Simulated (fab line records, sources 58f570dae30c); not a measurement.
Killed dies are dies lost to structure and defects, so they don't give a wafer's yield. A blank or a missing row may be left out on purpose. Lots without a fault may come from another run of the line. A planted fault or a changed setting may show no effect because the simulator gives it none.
Split-lot experiment | flow berkeley_cmos170 | 5 lots, 23 wafers read, on a route of 331 steps

THE SPLIT
At UCB170_SILICIDE_SPUTTER_01 (material Ti, target thk 30 nm, time 25 s), the setting power_w was moved away from the recipe's 1500 W on 11 of the 23 wafers read, by -10.7% to +6.9%. The other wafers ran this setting at the recipe's value.

FROM THE SPLIT TO THE READING: what the file shows between them, 1 step
- UCB170_SILICIDE_RS_MEAS_02: measures by four-point-probe

THE READING
SILICIDE_TI_THK, in nm, at UCB170_SILICIDE_THK_MEAS_03 (measures by xrf). Fault-free wafers of this fab line usually give 29.5 nm, standard deviation 0.44 nm.

wafer  | tool, chamber at the split | power_w as run, W | against the recipe | SILICIDE_TI_THK, nm | against lot-mates on the recipe
L074.1 | pvd_sputter-03, -          | 1603              | +6.9%              | 31.7                | +1.7
L074.2 | pvd_sputter-03, -          | 1603              | +6.9%              | 31.8                | +1.8
L074.4 | pvd_sputter-03, -          | 1500              | recipe             | 29.9                | -
L074.5 | pvd_sputter-03, -          | 1500              | recipe             | 30.1                | -
L074.6 | pvd_sputter-03, -          | 1603              | +6.9%              | 31.6                | +1.6
L082.2 | pvd_sputter-03, -          | 1500              | recipe             | 29.7                | -
L082.3 | pvd_sputter-03, -          | 1500              | recipe             | 29.5                | -
L082.4 | pvd_sputter-03, -          | 1500              | recipe             | 29.3                | -
L083.2 | pvd_sputter-01, -          | 1500              | recipe             | 28.9                | -
L083.3 | pvd_sputter-01, -          | 1500              | recipe             | 29.1                | -
L083.4 | pvd_sputter-01, -          | 1339              | -10.7%             | 26.0                | -3.0
L083.5 | pvd_sputter-01, -          | 1500              | recipe             | 29.1                | -
L083.6 | pvd_sputter-01, -          | 1339              | -10.7%             | 26.1                | -2.9
L084.1 | pvd_sputter-03, -          | 1500              | recipe             | 29.4                | -
L084.2 | pvd_sputter-03, -          | 1500              | recipe             | 29.8                | -
L084.3 | pvd_sputter-03, -          | 1421              | -5.3%              | 28.3                | -1.3
L084.4 | pvd_sputter-03, -          | 1421              | -5.3%              | 28.6                | -1.0
L084.5 | pvd_sputter-03, -          | 1421              | -5.3%              | 28.0                | -1.6
L085.1 | pvd_sputter-01, -          | 1545              | +3.0%              | 30.2                | +1.1
L085.3 | pvd_sputter-01, -          | 1500              | recipe             | 28.8                | -
L085.4 | pvd_sputter-01, -          | 1545              | +3.0%              | 30.2                | +1.1
L085.5 | pvd_sputter-01, -          | 1545              | +3.0%              | 29.9                | +0.8
L085.6 | pvd_sputter-01, -          | 1500              | recipe             | 29.3                | -

THE FIT
A straight line over all 23 wafers: SILICIDE_TI_THK changes by +0.298 nm for each +1% of power_w; r = +0.97; the points scatter about the line by 0.38 nm.
The same after taking each lot's own level away (the mean of its wafers on the recipe; 23 wafers): +0.268 nm for each +1%; r = +0.99; scatter 0.21 nm.
On that fit, the largest move of power_w shifts the reading by 2.9 nm.
The lots' own levels span 29.03 to 30.00 nm, that is 2.2 times the standard deviation above.
So the lot-to-lot level changes the slope: the two fits differ.
Check: with one of the wafers moved furthest among these (-10.7%) left out of the fit, the line predicts -2.79 nm for it against its lot-mates. It came out at -3.03 nm against them.

OTHER SPLITS ON THESE WAFERS
These wafers also went through other splits before the reading. Each is held against what the fit with the lots' levels taken away leaves over:
other split on the same wafers       | wafers away from the commonest value | r with SILICIDE_TI_THK (lot level and that fit taken away)
UCB170_PSD_EXPOSE_03 dose_mj         | 7                                    | -0.32
UCB170_NSD_IMPLANT_08 dose_cm2       | 5                                    | +0.17
UCB170_BACKSIDE_HMDS_00 prime_time_s | 5                                    | -0.23

THE WHOLE CHAIN: every reading that the file lists as answering this split, in the file's order
step                        | what it does                             | reading                                                                           | change (the file's fit)               | r (the file's)
UCB170_SILICIDE_SPUTTER_01  | material Ti, target thk 30 nm, time 25 s | Ti_of_SILICIDE_SPUTTER_01.thk_nm (the simulator's own value, which no gauge read) | +0.282 nm for each +1% of the setting | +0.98
UCB170_SILICIDE_RS_MEAS_02  | measures by four-point-probe             | SILICIDE_TI_RS                                                                    | -0.308 for each +1% of the setting    | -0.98
UCB170_SILICIDE_THK_MEAS_03 | measures by xrf                          | SILICIDE_TI_THK                                                                   | +0.275 for each +1% of the setting    | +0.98

THE FILE'S OWN FIT
SILICIDE_TI_THK changes by +0.275 nm for each +1% of power_w, r = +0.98.
